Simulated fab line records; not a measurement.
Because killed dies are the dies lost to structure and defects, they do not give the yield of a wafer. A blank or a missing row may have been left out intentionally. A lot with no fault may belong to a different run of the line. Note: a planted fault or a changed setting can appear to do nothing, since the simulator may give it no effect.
8D (eight disciplines) problem report, filled in by code ; flow berkeleyCmos170 ; the parts of the form that need people (team, actions taken, sign-off) are left out

## 1. THE ISSUE
Wafers without a fault read 700.2 nm, standard deviation 1.2; cdNm at UCB170_M2_CD_MEAS_15 reads a mean of 690.5 nm on 6 wafers belonging to 2 lots. Relative to the usual mean, that is a shift of -8.1 standard deviations.
The step: target cd 700 nm.
Seen first at day 10 01:41 on cdSem-02, wafer L373.1. At this step, 42 wafers from 14 lots have a number in the record. The rule behind "out" and "out of limits": a value lying over 4 standard deviations away from the usual mean. The other wafers with a number count as sound.

## 2. WHAT IT IS; WHAT IT IS NOT
question;is;is not
which readings at this step;cdNm;-
which lots;L373, L375;L359, L360, L361, L362, L364, L365, L366, L377, L378, L380, L381, L382
which wafers of those lots;all that have a number;-
read on which gauges;cdSem-02;cdSem-01
when;from day 10 01:41;"up to then (21 sound wafers); but 15 sound wafers of L377, L378, L380, L381, L382 came after"

## 3. THE SUSPECTS, EACH WITH WHAT RULES IT OUT
Counting: a tool stays on the suspect list if, at a process step up to the reading, it processed all lots that are out and no sound lot following the first of them.
- the gauge at UCB170_M2_CD_MEAS_15 has been ruled out. All the wafers that are out were read on cdSem-02, but those of them that UCB170_M2_STRIP_19 has rows for are out there too, on other tools.
- lithoTrack-01 at UCB170_M2_COAT_10 (resist thk 900 nm): kept. All lots that are out passed through it, beginning with L373 at day 10 00:00, and no sound lot followed; its final sound lot before that point was L366 at day 8 19:00.
Left after counting: lithoTrack-01 at UCB170_M2_COAT_10.

## 4. THE CAUSE (what the simulator had put in)
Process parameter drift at UCB170_M2_COAT_10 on lithoTrack-01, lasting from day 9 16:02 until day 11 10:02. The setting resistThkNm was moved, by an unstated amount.
Counting left only this tool.

## 5. THE CHAIN OF EFFECTS, in route order
One row per reading whose mean, taken over the struck wafers that have a number, lies over 3 standard deviations from the usual. Only readings for which the record gives a usual standard deviation are gone through. hours: the time from each lot's start at the first step in this table that gives one to its start at this step, as a median over the lots. sigmas: the change in usual standard deviations.
hours;step;reading;usual;on struck wafers;change;sigmas
0;UCB170_M2_CD_MEAS_15;cdNm;700.2 nm;690.5;-9.7;-8.1
0;UCB170_M2_STRIP_19;oesProductAu;0.533 a.u.;0.312;-0.221;-14
Its process steps:
- UCB170_M2_STRIP_19: strips in O2.

## 6. WHAT WOULD HAVE CAUGHT IT SOONER
The first out-of-limits reading at a measuring or inspecting step in this record came at day 10 01:41, 10 hours after the fault's start at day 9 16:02.
Tool readings at UCB170_M2_COAT_10 with a usual standard deviation given in the record: none out on any struck wafer, hence no alarm at a limit of 4 standard deviations on them.
Lots out: 2; of these, L375 started UCB170_M2_COAT_10 on lithoTrack-01 after day 10 01:41. It would have been spared by a hold on the tool at that moment.
